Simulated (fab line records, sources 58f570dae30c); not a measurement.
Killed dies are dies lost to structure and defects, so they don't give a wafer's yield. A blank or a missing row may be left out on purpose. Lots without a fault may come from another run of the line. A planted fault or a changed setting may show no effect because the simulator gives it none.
fab line records | flow berkeley_cmos170
record lots=5 wafers=15 last_day=9
route steps=331 shown CONTACT@230 M1@238 V1@254
lots that met no fault: from a run of the same line without faults
start_h: hours from the record's first day to the start of the lot's first wafer shown | wait_h: hours since the lot's step before | " the same as in the row above | L1.1+2: a row that stands for several wafers | - no value, or no start given | * or withheld: withheld | < > ~ a bound
route shown NAME@n: a module of which the file shows steps, and the number in the route of the first | usual: mean/standard deviation of fault-free wafers | same: alike in all rows | chamber/n: place in a boat | sites: the reading at each site | _std_site: their standard deviation | _edge_site: outer sites' mean less inner sites' | radius_mm: how far each site lies from the wafer's centre | mask NAME#n: copy n | behind: the tool/chamber that last shaped the wafer | hold: why the lot was held/for how many hours/how that ended | device: the transistor (n, p or np) that didn't switch | end of line: the same wafers' tests at the end of the route | a step without rows: its recipe alone | killed: dies lost to structure and defects at the first sort, not the wafer's yield | map: a wafer's dies, x killed, . not, _ none there
set.NAME: the setting as run; set.NAME@STEP: as run at that earlier step | model.NAME: the simulator's own value behind a step, which no gauge read
lots at some steps of the route; a table a step, a row a wafer
services: from which hour (start_h, from the record's first day; less than 0 if before it) a tool's chamber was out of use, for how many hours, and why
## steps
# step UCB170_CONTACT_DEVELOP_14
# recipe developer=TMAH develop_time_s=45 resist=KrF dev_temp_c=21
# same develop_time_s=45
# columns lot.wafer tool chamber start_h wait_h
L078.1+3+6 litho_track-02 0 - -
L079.1+2+4 litho_track-03 0 - -
L080.2+4+5 litho_track-02 0 - -
L085.1+3+6 litho_track-01 0 - -
L086.1+3+6 litho_track-03 0 - -
# step UCB170_CONTACT_CD_MEAS_15
# recipe target_cd_nm=700
# usual cd_nm=700.0/1.1
# columns lot.wafer tool chamber start_h wait_h cd_nm
L078.1 cd_sem-01 - 172.38 - 698.5
L078.3 " - " " 697.6
L078.6 " - " " 699.8
L079.1 cd_sem-01 - 172.58 - 700.2
L079.2 " - " " 700.2
L079.4 " - " " 699.8
L080.2 cd_sem-02 - 181.65 - 699.6
L080.4 " - " " 698.8
L080.5 " - " " 699.0
L085.1 cd_sem-02 - 203.04 - 699.1
L085.3 " - " " 699.8
L085.6 " - " " 697.6
L086.1 cd_sem-01 - 209.84 - 702.0
L086.3 " - " " 699.3
L086.6 " - " " 700.9
# step UCB170_CONTACT_OVL_MEAS_16
# usual CONTACT_OVL=-2/5.6
# columns lot.wafer tool chamber start_h wait_h CONTACT_OVL[nm]
L078.1 overlay-01 - 172.50 0.1 -3
L078.3 " - " " -4
L078.6 " - " " -5
L079.1 overlay-01 - 172.70 0.1 -8
L079.2 " - " " -3
L079.4 " - " " -11
L080.2 overlay-01 - 181.76 0.1 8
L080.4 " - " " -3
L080.5 " - " " -3
L085.1 overlay-01 - 203.16 0.1 -11
L085.3 " - " " 2
L085.6 " - " " -2
L086.1 overlay-02 - 209.96 0.1 -3
L086.3 " - " " -13
L086.6 " - " " 6
# step UCB170_CONTACT_ETCH_17
# recipe chemistry=N2/H2 target_depth_a=withheld overetch_a=withheld target=BARC time_s=withheld source_w=500 bias_w=100 pressure_mtorr=30 n2_flow_sccm=100 h2_flow_sccm=200
# usual drypump_motor_current_A=5.6/0.45 n2_flow_sccm=100.0/0.31 oes_product_au=1.007/0.02 throttle_valve_pct=13.22/0.2
# columns lot.wafer tool chamber start_h wait_h drypump_motor_current_A n2_flow_sccm oes_product_au throttle_valve_pct
L078.1 rie_diel-02 3 172.53 0.0 5.5 99.8 1.002 13.35
L078.3 " 1 " " 5.6 100.1 1.001 13.16
L078.6 " 2 " " 5.8 99.6 1.052 12.90
L079.1 rie_diel-01 2 172.74 0.0 5.7 100.5 1.013 13.47
L079.2 " 0 " " 6.4 99.9 1.005 13.64
L079.4 " 1 " " 5.7 100.6 1.027 13.21
L080.2 rie_diel-04 1 181.79 0.0 5.3 100.1 0.987 13.40
L080.4 " 3 " " 6.4 100.1 1.020 13.00
L080.5 " 1 " " 5.3 99.5 0.974 13.41
L085.1 rie_diel-02 1 203.20 0.0 5.5 99.6 0.992 13.14
L085.3 " 0 " " 5.2 100.0 1.007 13.20
L085.6 " 0 " " 5.2 99.9 1.000 13.21
L086.1 rie_diel-04 2 209.99 0.0 5.2 99.9 0.988 13.08
L086.3 " 3 " " 6.4 99.7 1.023 13.01
L086.6 " 1 " " 5.3 100.4 0.982 13.40
# step UCB170_CONTACT_ETCH_18
# recipe chemistry=CHF3/CF4/Ar target=PSG stop_on=TiSi2 CHF3_flow_sccm=45 cf4_flow_sccm=15 Ar_flow_sccm=150 pressure_mtorr=200 rf_w=700 target_depth_a=8400 over_etch_frac=0.2 time_s=195
# usual drypump_motor_current_A=5.6/0.45 oes_product_au=0.894/0.013 throttle_valve_pct=6.86/0.13
# columns lot.wafer tool chamber start_h wait_h drypump_motor_current_A oes_product_au rf_hours_counter_h throttle_valve_pct
L078.1 rie_diel-02 3 - - 5.5 0.894 16 6.83
L078.3 " 1 " " 5.5 0.869 17 6.84
L078.6 " 2 " " 5.8 0.909 - 6.66
L079.1 rie_diel-01 2 - - 5.7 0.893 17 7.06
L079.2 " 0 " " 6.4 0.921 124 7.14
L079.4 " 1 " " 5.8 0.903 99 6.88
L080.2 rie_diel-04 1 - - 5.3 0.883 9 6.91
L080.4 " 3 " " 6.4 0.894 115 6.72
L080.5 " 1 " " 5.3 0.877 - 6.92
L085.1 rie_diel-02 1 - - 5.6 0.879 19 6.85
L085.3 " 0 " " 5.2 0.885 106 6.86
L085.6 " 0 " " 5.2 0.874 - 6.85
L086.1 rie_diel-04 2 - - 5.2 0.887 28 6.89
L086.3 " 3 " " 6.4 0.899 116 6.72
L086.6 " 1 " " 5.3 0.889 - 6.94
# step UCB170_CONTACT_STRIP_19
# recipe chemistry=O2 power_w=400 pressure_mtorr=3500 platen_temp_c=withheld o2_flow_sccm=400 overash_fraction=0.5
# usual drypump_motor_current_A=6.1/0.64 oes_product_au=0.726/0.0044
# columns lot.wafer tool chamber start_h wait_h drypump_motor_current_A oes_product_au rf_hours_counter_h
L078.1 plasma_asher-04 0 172.70 - 6.6 0.731 49
L078.3 " 0 " " 6.6 0.725 -
L078.6 " 1 " " 6.5 0.723 -
L079.1 plasma_asher-02 0 172.91 - 5.6 0.729 3
L079.2 " 1 " " 6.5 0.726 3
L079.4 " 1 " " 6.5 0.736 -
L080.2 plasma_asher-02 1 181.95 - 6.4 0.730 4
L080.4 " 0 " " 5.6 0.721 -
L080.5 " 1 " " 6.4 0.733 -
L085.1 plasma_asher-02 1 203.37 - 6.5 0.728 7
L085.3 " 1 " " 6.5 0.733 -
L085.6 " 1 " " 6.4 0.729 -
L086.1 plasma_asher-01 0 210.16 - 5.9 0.727 45
L086.3 " 1 " " 4.7 0.724 -
L086.6 " 0 " " 5.9 0.725 -
# step UCB170_CONTACT_CD_MEAS_90
# recipe target_cd_nm=700
# usual cd_nm=700.3/1.5
# columns lot.wafer tool chamber start_h wait_h cd_nm
L078.1 cd_sem-02 - 172.82 0.1 698.0
L078.3 " - " " 698.2
L078.6 " - " " 701.8
L079.1 cd_sem-01 - 173.01 0.1 700.4
L079.2 " - " " 698.9
L079.4 " - " " 699.7
L080.2 cd_sem-01 - 182.07 0.1 700.4
L080.4 " - " " 699.1
L080.5 " - " " 698.8
L085.1 cd_sem-01 - 203.48 0.1 699.9
L085.3 " - " " 699.4
L085.6 " - " " 697.4
L086.1 cd_sem-02 - 210.26 0.1 701.8
L086.3 " - " " 700.5
L086.6 " - " " 702.4
# step UCB170_CONTACT_CLEAN_20
# recipe chemistry=SPM temp_c=120 time_s=600
# usual bath_heat_duty_pct=13.6/0.91
# columns lot.wafer tool chamber start_h wait_h bath_heat_duty_pct
L078.1 wet_bench-01 0 173.08 0.2 14.3
L078.3 " 0 " " 13.8
L078.6 " 0 " " 13.2
L079.1 wet_bench-01 1 173.26 0.2 14.4
L079.2 " 1 " " 15.3
L079.4 " 1 " " 15.4
L080.2 wet_bench-01 0 182.17 0.1 14.2
L080.4 " 0 " " 15.2
L080.5 " 0 " " 13.9
L085.1 wet_bench-01 1 204.47 1.0 13.6
L085.3 " 1 " " 15.3
L085.6 " 1 " " 14.7
L086.1 wet_bench-01 2 210.38 0.1 13.3
L086.3 " 2 " " 12.3
L086.6 " 2 " " 12.6
# step UCB170_M1_SPUTTER_00
# recipe material=Al target_thk_nm=600 time_s=80 power_w=6000 chamber_pressure_pa=0.5
# usual throttle_valve_pct=30.0/0.38
# columns lot.wafer tool chamber start_h wait_h throttle_valve_pct
L078.1 pvd_sputter-01 - 173.26 0.0 30.5
L078.3 " - " " 29.9
L078.6 " - " " 30.6
L079.1 pvd_sputter-03 - 173.43 0.0 30.1
L079.2 " - " " 30.3
L079.4 " - " " 30.3
L080.2 pvd_sputter-03 - 182.35 0.0 30.3
L080.4 " - " " 30.0
L080.5 " - " " 29.6
L085.1 pvd_sputter-03 - 204.66 0.0 30.8
L085.3 " - " " 30.2
L085.6 " - " " 29.8
L086.1 pvd_sputter-01 - 210.56 0.0 30.3
L086.3 " - " " 30.0
L086.6 " - " " 29.8
# step UCB170_M1_RS_MEAS_01
# recipe thk_meas_gauge=four-point-probe reads=Al_of_M1_SPUTTER_00
# usual M1_AL_RS=0.0486/0.00042
# columns lot.wafer tool chamber start_h wait_h M1_AL_RS[ohm/sq]
L078.1 film_metro-02 - 173.32 0.0 0.0493
L078.3 " - " " 0.0489
L078.6 " - " " 0.0489
L079.1 film_metro-03 - 173.49 0.0 0.0482
L079.2 " - " " 0.0480
L079.4 " - " " 0.0486
L080.2 film_metro-03 - 182.43 0.1 0.0490
L080.4 " - " " 0.0482
L080.5 " - " " 0.0490
L085.1 film_metro-03 - 204.72 0.0 0.0478
L085.3 " - " " 0.0486
L085.6 " - " " 0.0484
L086.1 film_metro-01 - 210.62 0.0 0.0481
L086.3 " - " " 0.0486
L086.6 " - " " 0.0485
# step UCB170_M1_THK_MEAS_02
# recipe thk_meas_gauge=xrf reads=Al_of_M1_SPUTTER_00
# usual M1_AL_THK=603/6.1
# columns lot.wafer tool chamber start_h wait_h M1_AL_THK[nm]
L078.1 film_metro-02 - 173.44 0.1 598
L078.3 " - " " 600
L078.6 " - " " 603
L079.1 film_metro-03 - 173.61 0.1 603
L079.2 " - " " 606
L079.4 " - " " 594
L080.2 film_metro-03 - 182.54 0.1 589
L080.4 " - " " 600
L080.5 " - " " 592
L085.1 film_metro-03 - 204.84 0.1 614
L085.3 " - " " 605
L085.6 " - " " 601
L086.1 film_metro-01 - 210.74 0.1 606
L086.3 " - " " 597
L086.6 " - " " 601
# step UCB170_M1_COAT_03
# recipe resist=BARC temp_c=withheld time_s=withheld spin_rpm=3000 resist_thk_nm=withheld
# usual spin_speed_rpm=3000.1/2.1
# columns lot.wafer tool chamber start_h wait_h spin_speed_rpm
L078.1 litho_track-04 0 173.50 0.1 3000.2
L078.3 " 0 " " 2999.2
L078.6 " 0 " " 2999.1
L079.1 litho_track-01 0 173.75 0.1 2999.9
L079.2 " 0 " " 2997.9
L079.4 " 0 " " 2998.3
L080.2 litho_track-02 0 182.62 0.1 2996.4
L080.4 " 0 " " 3000.5
L080.5 " 0 " " 2994.1
L085.1 litho_track-04 0 205.16 0.3 3002.6
L085.3 " 0 " " 2996.8
L085.6 " 0 " " 2998.6
L086.1 litho_track-01 0 210.80 0.1 2996.8
L086.3 " 0 " " 3000.5
L086.6 " 0 " " 2999.6
# step UCB170_M1_COAT_04
# recipe resist=KrF spin_rpm=1500 resist_thk_nm=900
# usual spin_speed_rpm=1500.0/0.93
# columns lot.wafer tool chamber start_h wait_h spin_speed_rpm
L078.1 litho_track-04 0 - - 1500.5
L078.3 " 0 " " 1500.0
L078.6 " 0 " " 1499.6
L079.1 litho_track-01 0 - - 1502.1
L079.2 " 0 " " 1500.7
L079.4 " 0 " " 1500.3
L080.2 litho_track-02 0 - - 1500.7
L080.4 " 0 " " 1500.9
L080.5 " 0 " " 1499.3
L085.1 litho_track-04 0 - - 1501.1
L085.3 " 0 " " 1500.2
L085.6 " 0 " " 1499.9
L086.1 litho_track-01 0 - - 1500.1
L086.3 " 0 " " 1502.2
L086.6 " 0 " " 1501.4
# step UCB170_M1_SOFTBAKE_05
# recipe resist=KrF temp_c=130 time_s=60
# columns lot.wafer tool chamber start_h wait_h
L078.1+3+6 litho_track-04 0 - -
L079.1+2+4 litho_track-01 0 - -
L080.2+4+5 litho_track-02 0 - -
L085.1+3+6 litho_track-04 0 - -
L086.1+3+6 litho_track-01 0 - -
# step UCB170_M1_EXPOSE_06
# recipe mask_id=METAL1 target_cd_nm=700 na=0.5 sigma_outer=0.6 source_shape=conventional dose_mj=21
# columns lot.wafer tool chamber start_h wait_h mask
L078.1+3+6 krf_scanner-02 0 173.95 - METAL1#0
L079.1+2+4 krf_scanner-01 0 174.33 - METAL1#0
L080.2+4+5 krf_scanner-02 0 183.19 - METAL1#0
L085.1+3+6 krf_scanner-02 0 205.61 - METAL1#0
L086.1+3+6 krf_scanner-02 0 211.25 - METAL1#0
# step UCB170_M1_PEB_07
# recipe peb_temp_c=130 peb_time_s=withheld resist=KrF
# columns lot.wafer tool chamber start_h wait_h
L078.1+3+6 litho_track-02 0 174.27 0.3
L079.1+2+4 litho_track-04 0 174.67 0.3
L080.2+4+5 litho_track-01 0 183.60 0.4
L085.1+3+6 litho_track-01 0 206.25 0.6
L086.1+3+6 litho_track-01 0 211.52 0.3
# step UCB170_M1_DEVELOP_08
# recipe developer=TMAH develop_time_s=45 resist=KrF dev_temp_c=21
# same develop_time_s=45
# columns lot.wafer tool chamber start_h wait_h
L078.1+3+6 litho_track-02 0 - -
L079.1+2+4 litho_track-04 0 - -
L080.2+4+5 litho_track-01 0 - -
L085.1+3+6 litho_track-01 0 - -
L086.1+3+6 litho_track-01 0 - -
# step UCB170_M1_CD_MEAS_09
# recipe target_cd_nm=700
# usual cd_nm=699.6/1.3
# columns lot.wafer tool chamber start_h wait_h cd_nm
L078.1 cd_sem-02 - 174.54 - 699.1
L078.3 " - " " 698.9
L078.6 " - " " 700.1
L079.1 cd_sem-02 - 174.95 - 700.4
L079.2 " - " " 700.9
L079.4 " - " " 701.2
L080.2 cd_sem-01 - 183.87 - 696.9
L080.4 " - " " 697.1
L080.5 " - " " 698.1
L085.1 cd_sem-01 - 206.52 - 700.5
L085.3 " - " " 699.7
L085.6 " - " " 700.4
L086.1 cd_sem-01 - 211.80 - 702.5
L086.3 " - " " 702.1
L086.6 " - " " 701.7
# step UCB170_M1_OVL_MEAS_10
# usual M1_OVL=-2/4.8
# columns lot.wafer tool chamber start_h wait_h M1_OVL[nm]
L078.1 overlay-02 - 174.66 0.1 -5
L078.3 " - " " 3
L078.6 " - " " -2
L079.1 overlay-01 - 175.07 0.1 0
L079.2 " - " " -1
L079.4 " - " " -8
L080.2 overlay-01 - 183.98 0.1 -2
L080.4 " - " " -4
L080.5 " - " " -4
L085.1 overlay-02 - 206.64 0.1 -2
L085.3 " - " " -8
L085.6 " - " " -4
L086.1 overlay-01 - 211.92 0.1 0
L086.3 " - " " -4
L086.6 " - " " -7
# step UCB170_M1_ETCH_11
# recipe chemistry=N2/H2 target_depth_a=withheld overetch_a=withheld target=BARC time_s=withheld source_w=500 bias_w=100 pressure_mtorr=30 n2_flow_sccm=100 h2_flow_sccm=200
# usual drypump_motor_current_A=5.7/0.35 n2_flow_sccm=100.0/0.31 oes_product_au=1.006/0.022 throttle_valve_pct=13.32/0.24
# columns lot.wafer tool chamber start_h wait_h drypump_motor_current_A n2_flow_sccm oes_product_au throttle_valve_pct
L078.1 rie_diel-03 2 174.70 0.0 6.1 99.7 1.004 13.61
L078.3 " 1 " " 5.4 100.1 0.979 13.50
L078.6 " 3 " " 5.7 100.0 1.019 13.47
L079.1 rie_diel-01 1 175.10 0.0 5.7 100.1 1.030 13.21
L079.2 " 0 " " 6.4 99.9 0.998 13.63
L079.4 " 2 " " 5.7 99.7 0.996 13.48
L080.2 rie_diel-02 1 184.01 0.0 5.5 100.2 0.998 13.17
L080.4 " 2 " " 5.8 99.6 1.059 12.91
L080.5 " 0 " " 5.3 100.6 0.998 13.20
L085.1 rie_diel-03 0 206.68 0.0 5.9 100.2 0.988 12.91
L085.3 " 3 " " 5.7 100.3 1.026 13.48
L085.6 " 0 " " 5.9 100.1 0.992 12.93
L086.1 rie_diel-03 2 211.95 0.0 6.1 99.7 0.985 13.61
L086.3 " 0 " " 5.9 99.8 0.979 12.92
L086.6 " 3 " " 5.7 99.9 1.017 13.48
# step UCB170_M1_METAL_ETCH_12
# recipe chemistry=Cl2/BCl3 target=Al stop_on=PSG pressure_mtorr=12 target_depth_a=7800 over_etch_frac=0.3 time_s=130 icp_w=600 bias_w=120 Cl2_flow_sccm=90 bcl3_flow_sccm=45
# usual drypump_motor_current_A=5.7/0.38 oes_product_au=0.862/0.016 throttle_valve_pct=24.40/0.2
# columns lot.wafer tool chamber start_h wait_h drypump_motor_current_A oes_product_au rf_hours_counter_h throttle_valve_pct
L078.1 rie_metal-04 1 174.74 - 5.6 0.863 8 24.55
L078.3 " 1 " " 5.6 0.866 - 24.55
L078.6 " 1 " " 5.6 0.875 - 24.54
L079.1 rie_metal-03 1 175.15 - 5.7 0.855 10 24.34
L079.2 " 0 " " 6.3 0.858 8 24.57
L079.4 " 1 " " 5.7 0.840 - 24.35
L080.2 rie_metal-04 1 184.09 - 5.6 0.865 - 24.54
L080.4 " 1 " " 5.6 0.881 - 24.55
L080.5 " 1 " " 5.6 0.867 - 24.55
L085.1 rie_metal-03 1 206.72 - 5.7 0.853 11 24.33
L085.3 " 0 " " 6.4 0.852 - 24.57
L085.6 " 1 " " 5.7 0.837 - 24.36
L086.1 rie_metal-03 1 212.00 - 5.7 0.848 11 24.34
L086.3 " 1 " " 5.7 0.845 - 24.34
L086.6 " 0 " " 6.3 0.850 - 24.57
# step UCB170_M1_STRIP_13
# recipe chemistry=O2 power_w=400 pressure_mtorr=3500 platen_temp_c=withheld o2_flow_sccm=400 overash_fraction=0.5
# usual drypump_motor_current_A=5.5/0.57 oes_product_au=0.720/0.0043
# columns lot.wafer tool chamber start_h wait_h drypump_motor_current_A oes_product_au rf_hours_counter_h
L078.1 plasma_asher-03 1 175.01 0.2 5.8 0.722 45
L078.3 " 0 " " 5.1 0.722 -
L078.6 " 1 " " 5.7 0.719 -
L079.1 plasma_asher-02 1 175.28 0.1 6.4 0.721 4
L079.2 " 0 " " 5.6 0.722 4
L079.4 " 0 " " 5.6 0.717 -
L080.2 plasma_asher-02 1 184.31 0.2 6.5 0.722 4
L080.4 " 1 " " 6.4 0.713 -
L080.5 " 0 " " 5.6 0.712 -
L085.1 plasma_asher-01 1 206.85 0.1 4.7 0.726 44
L085.3 " 0 " " 5.9 0.720 -
L085.6 " 0 " " 5.9 0.716 -
L086.1 plasma_asher-01 1 212.13 0.1 4.6 0.726 45
L086.3 " 0 " " 5.9 0.722 -
L086.6 " 0 " " 5.9 0.707 -
# step UCB170_M1_CD_MEAS_90
# recipe target_cd_nm=700
# usual cd_nm=699.8/2.4
# columns lot.wafer tool chamber start_h wait_h cd_nm
L078.1 cd_sem-01 - 175.11 0.1 695.2
L078.3 " - " " 696.3
L078.6 " - " " 698.6
L079.1 cd_sem-02 - 175.38 0.1 698.2
L079.2 " - " " 702.5
L079.4 " - " " 702.1
L080.2 cd_sem-02 - 184.43 0.1 696.0
L080.4 " - " " 694.8
L080.5 " - " " 697.6
L085.1 cd_sem-01 - 206.95 0.1 699.6
L085.3 " - " " 701.6
L085.6 " - " " 698.6
L086.1 cd_sem-01 - 212.23 0.1 701.7
L086.3 " - " " 702.2
L086.6 " - " " 701.4
# step UCB170_M1_ANNEAL_14
# recipe temp_c=400 time_s=1200 ambient=forming_gas
# usual zone_power_load_pct=5.9/0.5 zone_power_source_pct=5.6/0.43
# columns lot.wafer tool chamber start_h wait_h zone_power_load_pct zone_power_source_pct
L078.1 - - 176.55 1.4 5.9 6.4
L078.3 " - " " 5.9 6.3
L078.6 " - " " 6.1 6.2
L079.1 - - 176.55 1.2 5.9 6.3
L079.2 " - " " 5.9 6.4
L079.4 " - " " 6.0 6.3
L080.2 - - 185.86 1.4 5.4 5.5
L080.4 " - " " 5.3 5.3
L080.5 " - " " 5.3 5.4
L085.1 - - 207.69 0.7 6.0 6.3
L085.3 " - " " 5.9 6.3
L085.6 " - " " 6.0 6.4
L086.1 - - 212.63 0.4 5.3 5.4
L086.3 " - " " 5.3 5.4
L086.6 " - " " 5.3 5.5
# step UCB170_V1_CVD_00
# recipe material=SiO2 target_thk_nm=2000 temp_c=390 precursor=TEOS/O2 time_s=250 rf_w=550 pressure_mtorr=9000
# usual heater_power_w=276/61
# columns lot.wafer tool chamber start_h wait_h heater_power_w
L078.1 pecvd-01 2 177.89 0.0 276
L078.3 " 0 " " 264
L078.6 " 0 " " 313
L079.1 pecvd-04 0 177.89 0.0 276
L079.2 " 2 " " 292
L079.4 " 2 " " 240
L080.2 pecvd-02 1 187.20 0.0 231
L080.4 " 2 " " 297
L080.5 " 0 " " 427
L085.1 pecvd-02 2 209.02 0.0 276
L085.3 " 1 " " 283
L085.6 " 0 " " 327
L086.1 pecvd-02 2 213.96 0.0 225
L086.3 " 0 " " 427
L086.6 " 2 " " 287
# step UCB170_V1_THK_MEAS_01
# recipe reads=SiO2_of_V1_CVD_00
# usual V1_TEOS_THK=2006/25
# columns lot.wafer tool chamber start_h wait_h V1_TEOS_THK[nm]
L078.1 film_metro-02 - 178.04 0.1 2012
L078.3 " - " " 2007
L078.6 " - " " 2047
L079.1 film_metro-04 - 178.04 0.1 2004
L079.2 " - " " 1993
L079.4 " - " " 1991
L080.2 film_metro-04 - 187.36 0.1 2034
L080.4 " - " " 2025
L080.5 " - " " 2058
L085.1 film_metro-02 - 209.18 0.1 1975
L085.3 " - " " 2016
L085.6 " - " " 2031
L086.1 film_metro-02 - 214.11 0.1 1953
L086.3 " - " " 1986
L086.6 " - " " 2003
# step UCB170_V1_CMP_02
# recipe material=SiO2 down_force_psi=6 platen_rpm=60 pad_velocity_m_s=0.75398
# usual motor_current_A=16.0/2.2
# columns lot.wafer tool chamber start_h wait_h motor_current_A
L078.1 cmp-02 1 178.10 0.1 12.7
L078.3 " 0 " " 15.1
L078.6 " 1 " " 14.9
L079.1 cmp-01 1 178.15 0.1 14.1
L079.4 " 2 " " 20.9
L079.2 " 3 " " 17.1
L080.2 cmp-02 1 187.41 0.0 13.4
L080.4 " 0 " " 15.9
L080.5 " 2 " " 14.3
L085.1 cmp-01 1 209.24 0.1 13.8
L085.3 " 0 " " 15.8
L085.6 " 2 " " 19.0
L086.3 cmp-02 1 214.22 0.1 14.1
L086.1 " 2 " " 15.0
L086.6 " 0 " " 15.2
# step UCB170_V1_BOW_MEAS_03
# recipe mode=bow
# usual V1_BOW=19/6.8
# columns lot.wafer tool chamber start_h wait_h V1_BOW[um]
L078.1 film_metro-02 - 178.40 0.2 26
L078.3 " - " " 31
L078.6 " - " " 26
L079.1 film_metro-04 - 178.40 0.2 16
L079.2 " - " " 23
L079.4 " - " " 26
L080.2 film_metro-02 - 187.73 0.3 38
L080.4 " - " " 30
L080.5 " - " " 18
L085.1 film_metro-02 - 209.54 0.2 25
L085.3 " - " " 23
L085.6 " - " " 11
L086.1 film_metro-02 - 214.47 0.1 17
L086.3 " - " " 11
L086.6 " - " " 23
# step UCB170_V1_THK_MEAS_04
# recipe reads=SiO2_of_V1_CVD_00
# usual V1_POLISHED_THK=1000.9/1.2
# columns lot.wafer tool chamber start_h wait_h V1_POLISHED_THK[nm]
L078.1 film_metro-02 - 178.52 0.1 999.5
L078.3 " - " " 999.3
L078.6 " - " " 999.5
L079.1 film_metro-04 - 178.52 0.1 1002.5
L079.2 " - " " 1001.9
L079.4 " - " " 1004.2
L080.2 film_metro-02 - 187.84 0.1 999.3
L080.4 " - " " 999.7
L080.5 " - " " 999.2
L085.1 film_metro-02 - 209.66 0.1 1002.2
L085.3 " - " " 1002.0
L085.6 " - " " 1001.8
L086.1 film_metro-02 - 214.59 0.1 1000.8
L086.3 " - " " 1001.0
L086.6 " - " " 1001.2
# step UCB170_V1_CLEAN_05
# recipe chemistry=DIW
# columns lot.wafer tool chamber start_h wait_h
L078.1+3+6 wet_bench-04 3 181.04 2.5
L079.1+2+4 wet_bench-04 1 181.04 2.5
L080.2+4+5 wet_bench-02 0 190.43 2.6
L085.1+3+6 wet_bench-02 3 210.18 0.5
L086.1+3+6 wet_bench-04 3 214.65 0.1
# step UCB170_V1_HMDS_06
# recipe prime_time_s=60 prime_temp_c=100
# columns lot.wafer tool chamber start_h wait_h
L078.1+3+6 litho_track-04 0 181.39 0.0
L079.1+2+4 litho_track-03 0 181.41 0.0
L080.2+4+5 litho_track-02 0 191.55 0.7
L085.1+3+6 litho_track-04 0 210.53 0.2
L086.1+3+6 litho_track-04 0 215.85 1.0
# step UCB170_V1_COAT_07
# recipe resist=KrF spin_rpm=1500 resist_thk_nm=900
# usual spin_speed_rpm=1500.1/0.99
# columns lot.wafer tool chamber start_h wait_h spin_speed_rpm
L078.1 litho_track-04 0 181.54 0.1 1500.7
L078.3 " 0 " " 1501.5
L078.6 " 0 " " 1501.4
L079.1 litho_track-03 0 181.56 0.1 1501.5
L079.2 " 0 " " 1500.3
L079.4 " 0 " " 1499.8
L080.2 litho_track-02 0 191.70 0.1 1499.4
L080.4 " 0 " " 1501.7
L080.5 " 0 " " 1501.0
L085.1 litho_track-04 0 210.68 0.1 1500.3
L085.3 " 0 " " 1498.4
L085.6 " 0 " " 1500.4
L086.1 litho_track-04 0 216.00 0.1 1499.3
L086.3 " 0 " " 1499.4
L086.6 " 0 " " 1498.8
# step UCB170_V1_SOFTBAKE_08
# recipe resist=KrF temp_c=130 time_s=60
# columns lot.wafer tool chamber start_h wait_h
L078.1+3+6 litho_track-04 0 181.69 0.1
L079.1+2+4 litho_track-03 0 181.71 0.1
L080.2+4+5 litho_track-02 0 191.85 0.1
L085.1+3+6 litho_track-04 0 210.83 0.1
L086.1+3+6 litho_track-04 0 216.15 0.1
# step UCB170_V1_EXPOSE_09
# recipe mask_id=VIA1 target_cd_nm=700 na=0.5 sigma_outer=0.6 source_shape=conventional dose_mj=37
# columns lot.wafer tool chamber start_h wait_h mask
L078.1+3+6 krf_scanner-01 0 181.84 0.1 VIA1#0
L079.1+2+4 krf_scanner-02 0 182.08 0.3 VIA1#0
L080.2+4+5 krf_scanner-02 0 192.00 0.1 VIA1#0
L085.1+3+6 krf_scanner-02 0 210.98 0.1 VIA1#0
L086.1+3+6 krf_scanner-02 0 216.43 0.2 VIA1#0
# step UCB170_V1_PEB_10
# recipe peb_temp_c=130 peb_time_s=withheld resist=KrF
# columns lot.wafer tool chamber start_h wait_h
L078.1+3+6 litho_track-02 0 181.96 0.1
L079.1+2+4 litho_track-02 0 182.23 0.1
L080.2+4+5 litho_track-03 0 192.64 0.6
L085.1+3+6 litho_track-02 0 211.27 0.3
L086.1+3+6 litho_track-02 0 216.96 0.5
# step UCB170_V1_DEVELOP_11
# recipe developer=TMAH develop_time_s=45 resist=KrF dev_temp_c=21
# same develop_time_s=45
# columns lot.wafer tool chamber start_h wait_h
L078.1+3+6 litho_track-02 0 - -
L079.1+2+4 litho_track-02 0 - -
L080.2+4+5 litho_track-03 0 - -
L085.1+3+6 litho_track-02 0 - -
L086.1+3+6 litho_track-02 0 - -
# step UCB170_V1_CD_MEAS_12
# recipe target_cd_nm=700
# usual cd_nm=699.9/1.4
# columns lot.wafer tool chamber start_h wait_h cd_nm
L078.1 cd_sem-02 - 182.23 - 701.7
L078.3 " - " " 700.8
L078.6 " - " " 702.0
L079.1 cd_sem-01 - 182.51 - 697.3
L079.2 " - " " 698.9
L079.4 " - " " 698.2
L080.2 cd_sem-01 - 192.91 - 700.5
L080.4 " - " " 701.0
L080.5 " - " " 702.0
L085.1 cd_sem-01 - 211.55 - 700.1
L085.3 " - " " 699.7
L085.6 " - " " 698.8
L086.1 cd_sem-01 - 217.23 - 701.1
L086.3 " - " " 700.7
L086.6 " - " " 702.7
# step UCB170_V1_OVL_MEAS_13
# usual V1_OVL=1/5.6
# columns lot.wafer tool chamber start_h wait_h V1_OVL[nm]
L078.1 overlay-01 - 182.35 0.1 10
L078.3 " - " " 5
L078.6 " - " " -1
L079.1 overlay-02 - 182.63 0.1 8
L079.2 " - " " 2
L079.4 " - " " 2
L080.2 overlay-02 - 193.02 0.1 -5
L080.4 " - " " -6
L080.5 " - " " -5
L085.1 overlay-01 - 211.67 0.1 3
L085.3 " - " " -12
L085.6 " - " " -6
L086.1 overlay-01 - 217.35 0.1 4
L086.3 " - " " 1
L086.6 " - " " 6
## services
# columns tool chamber start_h hours kind
plasma_asher-02 - 149.18 1.8 repair
rie_diel-03 2 152.99 6.8 repair
wet_bench-01 - 153.02 2.4 repair
krf_scanner-02 - 162.16 1.5 repair
pecvd-04 - 167.62 5.5 pm
krf_scanner-01 - 167.84 0.8 pm
rie_metal-04 0 169.75 - clean
cmp-02 - 175.47 0.7 repair
furnace-03 - 177.89 5.5 pm
pecvd-04 1 180.23 3.8 repair
rie_diel-03 2 182.48 8.3 repair
plasma_asher-01 - 186.42 2.8 pm
pvd_sputter-01 - 187.68 2.6 repair
rie_diel-04 - 191.08 0.2 repair
rie_diel-02 2 200.21 5.4 repair
pecvd-04 - 203.68 0.7 repair
pvd_sputter-03 3 204.91 - consumable_replace:kit
pvd_sputter-03 3 204.91 18.0 scheduled_down
pvd_sputter-03 3 204.91 18.0 vent_cycle
cmp-02 - 205.72 0.9 repair
rie_diel-04 0 208.05 2.2 repair
krf_scanner-02 - 209.06 1.8 repair
rie_diel-03 0 212.00 7.6 repair
rie_diel-03 2 214.07 4.6 repair
## key
fault none
